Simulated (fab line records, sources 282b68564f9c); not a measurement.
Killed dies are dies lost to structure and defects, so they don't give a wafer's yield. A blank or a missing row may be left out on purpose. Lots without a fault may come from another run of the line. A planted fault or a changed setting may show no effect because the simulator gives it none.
Which tool did it? | flow rit_cmos | 6 lots, 18 wafers sampled, at 2 steps of a route of 202

WHAT THE GAUGES READ, wafer by wafer
RIT_SPACER_THK_MEAS_04.
lot  | measured    | on            | SPACER_NITRIDE_THK (nm)
L991 | day 3 04:19 | film_metro-01 | 251.2 253.1 251.0
L995 | day 3 23:23 | film_metro-02 | 245.0 247.8 242.0
L998 | day 4 14:32 | film_metro-04 | 250.4 248.8 249.4
L100 | day 4 23:57 | film_metro-02 | 253.2 252.3 251.1
L103 | day 5 15:33 | film_metro-01 | 247.2 247.5 247.7
L107 | day 6 11:15 | film_metro-04 | 252.7 252.7 252.4

WHICH TOOL RAN EACH LOT (tool, then ch and the chambers of the sampled wafers, then the start)
lot  | RIT_PLDD_STRIP_09
L991 | plasma_asher-03 ch 0,1, day 3 01:50
L995 | plasma_asher-04 ch 0,1, day 3 20:52
L998 | plasma_asher-04 ch 0,1, day 4 12:00
L100 | plasma_asher-01 ch 0,1, day 4 21:26
L103 | plasma_asher-01 ch 0,1, day 5 13:01
L107 | plasma_asher-03 ch 0,1, day 6 08:44
- RIT_PLDD_STRIP_09: strips in O2, time 180 s.

THE ANSWER, worked out from the rows above alone
Rule: what is usual is taken from the lots themselves. Put in order of their means at a reading, lots are off if they are a third of the lots or fewer, leave a main group of 4 or more, and stand apart from it by a gap of 3 or more times the standard deviation of the main group's means; of several such gaps the widest counts. A main group whose means are all the same, to the digits that the tables above print for the reading, isn't used. A lot without any number at a reading at which 4 lots or more have one is off too. The other lots that the step has rows for count as sound.
No lot is off at any reading shown: from this, nothing can be told.

WHAT THE SIMULATOR HAD PUT IN
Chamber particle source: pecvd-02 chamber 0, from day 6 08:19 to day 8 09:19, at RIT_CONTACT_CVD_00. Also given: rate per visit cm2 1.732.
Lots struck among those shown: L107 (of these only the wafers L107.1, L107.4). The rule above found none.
